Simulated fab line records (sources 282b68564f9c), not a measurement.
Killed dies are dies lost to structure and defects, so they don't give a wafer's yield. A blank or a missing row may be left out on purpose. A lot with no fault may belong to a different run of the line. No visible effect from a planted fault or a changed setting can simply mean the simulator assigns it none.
fab line records | flow rit-cmos
[record] lots = 6 wafers = 18 last-day = 7
route steps=202 shown NSD@138 PSD@142 SDANNEAL@153 M1@202
lots untouched by any fault: they come from a run of this same line in which no faults occurred
start-h: hours from the record's first day to the start of the lot's first wafer shown | wait-h: hours elapsed since this lot's preceding step | " identical to the entry in the row above | L1.1+2: a row that stands for several wafers | - no value, or no start given | * or withheld: withheld | < > ~ a bound
route shown NAME@n: names a module that has steps shown in the file, with the first one's number in the route | usual: the fault-free wafers' mean and standard deviation | same: alike in all rows | chamber/n: place in a boat | sites: each site's reading | _std_site: standard deviation across them | _edge_site: mean of outer sites minus mean of inner sites | radius-mm: how far each site lies from the wafer's centre | mask NAME#n: copy n | behind: the most recent tool/chamber to have shaped the wafer | hold: reason for holding the lot/hours on hold/outcome of the hold | device: names the non-switching transistor (n, p or np) | end of line: tests run on the same wafers once the route is complete | step lacking rows: just its recipe | killed: at the first sort, the dies lost to defects and structure; wafer yield is something else | map: dies across one wafer; x = killed, . = not, _ = none there
set.NAME: the setting the step ran with; set.NAME@STEP: the setting that earlier step ran with | model.NAME: the simulator's own value behind a step, which no gauge read
lots at selected steps of the route; one table per step, one row per wafer
services: from which hour (start-h, from the record's first day; less than 0 if before it) a tool's chamber was out of use, for how many hours, and why
[[steps]]
[step RIT_NSD_HARDBAKE_07]
[recipe] resist = NOVOLAK temp-c = 140 time-s = 60
[step RIT_NSD_IMPLANT_08]
[recipe] species = P energy-kev = 25 dose-cm2 = 9.904e+14 tilt-deg = 7
[step RIT_NSD_STRIP_09]
[recipe] chemistry = O2 time-s = 180 resist = NOVOLAK platen-temp-c = withheld power-w = 500 pressure-mtorr = 4000 o2-flow-sccm = 4000
[usual] drypump-motor-current-A = 5.8/0.44
// columns lot.wafer tool chamber start-h wait-h drypump-motor-current-A rf-hours-counter-h
L263.2 plasma-asher-02 1 56.49 0.1 6.5 41
L263.3 " 0 " " 5.7 -
L263.5 " 1 " " 6.5 -
L270.3 plasma-asher-03 1 94.30 0.1 5.4 -
L270.5 " 1 " " 5.5 -
L270.6 " 0 " " 5.5 -
L272.1 plasma-asher-01 1 103.53 0.1 6.4 42
L272.2 " 0 " " 5.4 42
L272.3 " 1 " " 6.4 -
L274.1 plasma-asher-02 0 112.18 0.1 5.7 47
L274.4 " 0 " " 5.7 -
L274.6 " 1 " " 6.6 -
L279.2 plasma-asher-01 1 136.23 0.1 6.4 2
L279.5 " 1 " " 6.4 -
L279.6 " 0 " " 5.5 -
L282.2 plasma-asher-02 1 153.14 0.1 6.6 52
L282.5 " 1 " " 6.6 -
L282.6 " 0 " " 5.7 -
[step RIT_NSD_TW_MEAS_10]
[usual] NSD_TW = 3123/21
// columns lot.wafer tool chamber start-h wait-h NSD_TW
L263.2 film-metro-03 - 56.68 0.1 3110
L263.3 " - " " 3097
L263.5 " - " " 3106
L270.3 film-metro-03 - 94.43 0.1 3135
L270.5 " - " " 3134
L270.6 " - " " 3124
L272.1 film-metro-04 - 103.70 0.1 3091
L272.2 " - " " 3100
L272.3 " - " " 3106
L274.1 film-metro-03 - 112.36 0.1 3097
L274.4 " - " " 3096
L274.6 " - " " 3106
L279.2 film-metro-01 - 136.41 0.1 3143
L279.5 " - " " 3151
L279.6 " - " " 3149
L282.2 film-metro-01 - 153.33 0.1 3143
L282.5 " - " " 3122
L282.6 " - " " 3152
[step RIT_PSD_HMDS_00]
[recipe] prime-time-s = 60 prime-temp-c = 140
[step RIT_PSD_COAT_01]
[recipe] resist = NOVOLAK spin-rpm = 3250 resist-thk-nm = 1000
[step RIT_PSD_SOFTBAKE_02]
[recipe] resist = NOVOLAK temp-c = 90 time-s = 60
[step RIT_PSD_EXPOSE_03]
[recipe] mask-id = M10 na = 0.57 target-cd-nm = 40900 dose-mj = 250
[step RIT_PSD_PEB_04]
[recipe] resist = NOVOLAK temp-c = withheld time-s = withheld
[step RIT_PSD_DEVELOP_05]
[recipe] resist = NOVOLAK develop-time-s = 50 dev-temp-c = 23
[step RIT_PSD_OVL_MEAS_06]
[usual] PSD_OVL = 2.3/1.2
// columns lot.wafer tool chamber start-h wait-h PSD_OVL[nm]
L263.2 overlay-01 - 57.69 - 3.7
L263.3 " - " " 2.9
L263.5 " - " " 3.9
L270.3 overlay-01 - 95.33 - 2.4
L270.5 " - " " 4.0
L270.6 " - " " 4.7
L272.1 overlay-01 - 104.74 - 3.5
L272.2 " - " " 2.5
L272.3 " - " " 1.9
L274.1 overlay-02 - 113.39 - 0.2
L274.4 " - " " -0.4
L274.6 " - " " 1.3
L279.2 overlay-01 - 137.32 - 1.7
L279.5 " - " " 1.5
L279.6 " - " " 1.6
L282.2 overlay-01 - 154.45 - 2.0
L282.5 " - " " 0.7
L282.6 " - " " 3.6
[step RIT_PSD_HARDBAKE_07]
[recipe] resist = NOVOLAK temp-c = 140 time-s = 60
[step RIT_PSD_IMPLANT_08]
[recipe] species = BF2 energy-kev = 27 dose-cm2 = 5.075e+15 tilt-deg = 7
[usual] beam-energy-keV = 27.000/0.0081 beam-on-s = 12.9/1 tilt-deg = 6.996/0.02
// columns lot.wafer tool chamber start-h wait-h beam-energy-keV beam-on-s tilt-deg
L263.2 implanter-04 0 57.90 0.1 27.005 12.8 7.000
L263.3 " 0 " " 26.993 12.3 6.988
L263.5 " 0 " " 26.993 12.1 6.997
L270.3 implanter-02 0 95.56 0.1 27.013 14.5 6.999
L270.5 " 0 " " 26.994 14.4 7.014
L270.6 " 0 " " 27.007 15.0 7.003
L272.1 implanter-02 0 104.92 0.1 27.004 14.0 7.030
L272.2 " 0 " " 27.002 14.5 7.016
L272.3 " 0 " " 26.982 14.4 7.060
L274.1 implanter-02 0 113.58 0.1 27.002 13.9 7.001
L274.4 " 0 " " 26.999 14.5 7.017
L274.6 " 0 " " 26.999 14.6 6.986
L279.2 implanter-03 0 137.53 0.1 27.005 12.0 7.004
L279.5 " 0 " " 26.986 12.3 7.015
L279.6 " 0 " " 26.992 12.0 6.982
L282.2 implanter-04 0 154.66 0.1 27.011 12.4 6.966
L282.5 " 0 " " 27.007 12.4 7.017
L282.6 " 0 " " 27.008 12.5 6.953
[step RIT_PSD_STRIP_09]
[recipe] chemistry = O2 time-s = 180 resist = NOVOLAK platen-temp-c = withheld power-w = 500 pressure-mtorr = 4000 o2-flow-sccm = 4000
[usual] drypump-motor-current-A = 5.8/0.31
// columns lot.wafer tool chamber start-h wait-h drypump-motor-current-A rf-hours-counter-h
L263.2 plasma-asher-01 0 58.02 0.1 5.4 37
L263.3 " 0 " " 5.5 -
L263.5 " 0 " " 5.4 -
L270.3 plasma-asher-03 1 95.72 0.1 5.5 -
L270.5 " 0 " " 5.5 -
L270.6 " 1 " " 5.5 -
L272.1 plasma-asher-01 0 105.07 0.1 5.4 42
L272.2 " 1 " " 6.4 42
L272.3 " 1 " " 6.4 -
L274.1 plasma-asher-03 0 113.73 0.1 5.5 34
L274.4 " 0 " " 5.5 -
L274.6 " 1 " " 5.4 -
L279.2 plasma-asher-04 1 137.65 0.1 5.9 52
L279.5 " 0 " " 6.0 -
L279.6 " 1 " " 5.8 -
L282.2 plasma-asher-01 0 154.78 0.1 5.5 4
L282.5 " 1 " " 6.4 -
L282.6 " 0 " " 5.5 -
[step RIT_PSD_TW_MEAS_10]
[usual] PSD_TW = 3444/27
// columns lot.wafer tool chamber start-h wait-h PSD_TW
L263.2 film-metro-01 - 58.21 0.1 3478
L263.3 " - " " 3476
L263.5 " - " " 3474
L270.3 film-metro-03 - 95.85 0.1 3439
L270.5 " - " " 3449
L270.6 " - " " 3441
L272.1 film-metro-01 - 105.25 0.1 3449
L272.2 " - " " 3467
L272.3 " - " " 3443
L274.1 film-metro-03 - 113.90 0.1 3427
L274.4 " - " " 3409
L274.6 " - " " 3411
L279.2 film-metro-01 - 137.84 0.1 3474
L279.5 " - " " 3477
L279.6 " - " " 3480
L282.2 film-metro-01 - 154.97 0.1 3454
L282.5 " - " " 3486
L282.6 " - " " 3476
[step RIT_SDANNEAL_CLEAN_00]
[recipe] chemistry = SC1 mix = 3:3:50 time-s = 600 temp-c = 75
[step RIT_SDANNEAL_CLEAN_01]
[recipe] chemistry = dHF dilution = 50:1 time-s = 30
[step RIT_SDANNEAL_CLEAN_02]
[recipe] chemistry = SC2 mix = 3:3:50 time-s = 600 temp-c = 75 dry = n2-spin
[step RIT_SDANNEAL_RTA_03]
[recipe] temp-c = 1050 time-s = 5 idle-temp-c = 600 ramp-up-c-per-s = 342 ramp-down-c-per-s = 171 cool-to-c = 600 ambient = N2
[usual] wafer_temp_C_max = 1053.6/1.2
// columns lot.wafer tool chamber start-h wait-h wafer_temp_C_max
L263.2 rtp-anneal-01 0 58.67 0.0 1053.8
L263.3 " 0 " " 1053.3
L263.5 " 0 " " 1051.4
L270.3 rtp-anneal-01 0 96.28 0.0 1053.8
L270.5 " 0 " " 1053.4
L270.6 " 0 " " 1055.5
L272.1 rtp-anneal-02 0 105.69 0.0 1054.6
L272.2 " 0 " " 1055.5
L272.3 " 0 " " 1054.0
L274.1 rtp-anneal-02 0 114.35 0.0 1052.8
L274.4 " 0 " " 1054.3
L274.6 " 0 " " 1054.4
L279.2 rtp-anneal-01 0 138.63 0.0 1053.8
L279.5 " 0 " " 1053.0
L279.6 " 0 " " 1052.0
L282.2 rtp-anneal-01 0 155.60 0.0 1055.6
L282.5 " 0 " " 1053.6
L282.6 " 0 " " 1053.6
[step RIT_SDANNEAL_RS_MEAS_04]
[recipe] thk-meas-gauge = four-point-probe
[usual] PSD_RS = 115.8/0.32
// columns lot.wafer tool chamber start-h wait-h PSD_RS[ohm/sq]
L263.2 film-metro-01 - 58.74 0.1 115.7
L263.3 " - " " 115.9
L263.5 " - " " 115.6
L270.3 film-metro-04 - 96.36 0.1 116.0
L270.5 " - " " 115.5
L270.6 " - " " 115.5
L272.1 film-metro-04 - 105.75 0.0 -
L272.2 " - " " -
L272.3 " - " " -
L274.1 film-metro-01 - 114.41 0.0 -
L274.4 " - " " -
L274.6 " - " " -
L279.2 film-metro-03 - 138.70 0.1 116.5
L279.5 " - " " 116.6
L279.6 " - " " 116.5
L282.2 film-metro-04 - 155.67 0.1 115.8
L282.5 " - " " 115.6
L282.6 " - " " 115.8
[step RIT_SDANNEAL_RS_MEAS_05]
[recipe] thk-meas-gauge = four-point-probe
[usual] NSD_RS = 85.16/0.29
// columns lot.wafer tool chamber start-h wait-h NSD_RS[ohm/sq]
L263.2 film-metro-01 - 58.86 0.1 85.32
L263.3 " - " " 85.29
L263.5 " - " " 85.24
L270.3 film-metro-04 - 96.48 0.1 85.07
L270.5 " - " " 84.75
L270.6 " - " " 85.30
L272.1 film-metro-04 - 105.87 0.1 85.21
L272.2 " - " " 85.31
L272.3 " - " " 85.06
L274.1 film-metro-01 - 114.53 0.1 85.09
L274.4 " - " " 84.75
L274.6 " - " " 84.80
L279.2 film-metro-03 - 138.82 0.1 85.31
L279.5 " - " " 85.41
L279.6 " - " " 85.08
L282.2 film-metro-04 - 155.79 0.1 85.33
L282.5 " - " " 85.43
L282.6 " - " " 85.35
[step RIT_M1_PROBE_99]
[usual] killed-at-contacts = 0.0/0.2 killed-at-front-end = 6.8/3 killed-dies = 6.9/3 killed-open = 3.3/1.9 killed-short = 3.6/1.9
[same] gross-dies = 264 killed_at_M0_to_M3 = 0 killed_at_M4_up = 0 killed-at-back-side = 0 killed-at-other = 0
// columns lot.wafer tool chamber start-h wait-h killed-at-contacts killed-at-front-end killed-dies killed-open killed-short
L263.2 prober-01 - 66.64 0.1 0 5 5 3 2
L263.3 prober-01 - 66.69 0.2 0 10 10 7 3
L263.5 prober-01 - 66.79 0.2 0 7 7 5 2
// killed by level:class
L263.2 GATE:geometric-particle:open=1 SPACER:geometric-particle:open=1 SPACER:geometric-particle:short=1 SILICIDE:geometric-particle:short=1 SILICIDE:geometric-particle:open=1
L263.3 GATE:geometric-particle:open=3 SPACER:geometric-particle:short=2 FOX1:geometric-particle:open=1 REOX:geometric-particle:open=1 SPACER:geometric-particle:open=1 SILICIDE:geometric-particle:short=1 SILICIDE:geometric-particle:open=1
L263.5 GATE:geometric-particle:open=2 FOX1:geometric-particle:open=1 GATE:geometric-particle:short=1 REOX:geometric-particle:short=1 SPACER:geometric-particle:open=1 SILICIDE:geometric-particle:open=1
[[services]]
// columns tool chamber start-h hours kind
plasma-asher-04 - 46.25 2.0 repair
rtp-anneal-01 - 65.47 3.1 pm
implanter-02 - 107.07 6.0 repair
plasma-asher-01 - 108.75 9.0 pm
plasma-asher-01 0 108.75 9.0 vent-cycle
plasma-asher-01 1 108.75 9.0 vent-cycle
plasma-asher-01 0 117.75 - clean
plasma-asher-01 1 117.75 - clean
implanter-03 - 121.80 3.5 repair
plasma-asher-02 - 142.05 0.5 repair
implanter-04 - 144.61 3.6 repair
implanter-02 - 145.78 10.3 pm
plasma-asher-01 - 145.83 2.8 pm
rtp-anneal-02 - 154.06 4.2 pm
[[key]]
[first-sign] step = RIT_SDANNEAL_RS_MEAS_04 reading = PSD_RS direction = missing
effect none on later readings
met-at RIT_PSD_IMPLANT_08
struck-wafers L272.1,L272.2,L272.3,L274.1,L274.4,L274.6
tester-left-out L272,L274
onset-between 95.56 104.92
also-fits RIT_SDANNEAL_RTA_03:rtp-anneal-02
[fault] kind = process-parameter-drift tool = implanter-02 chamber = - onset-h = 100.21 steps = RIT_PSD_IMPLANT_08 channel = tilt-deg offset = 10 spread-by-wafer = 0.3 shape = step end-h = 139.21 acts-in = these-recipes-only stated = 7
// tester-left-out: of these lots the tester's yield and bins aren't shown, on N5 and GAA mostly nor the transistor test; their killed dies are dies lost to structure and defects alone, not to doping, threshold or leakage, so they don't give the yield
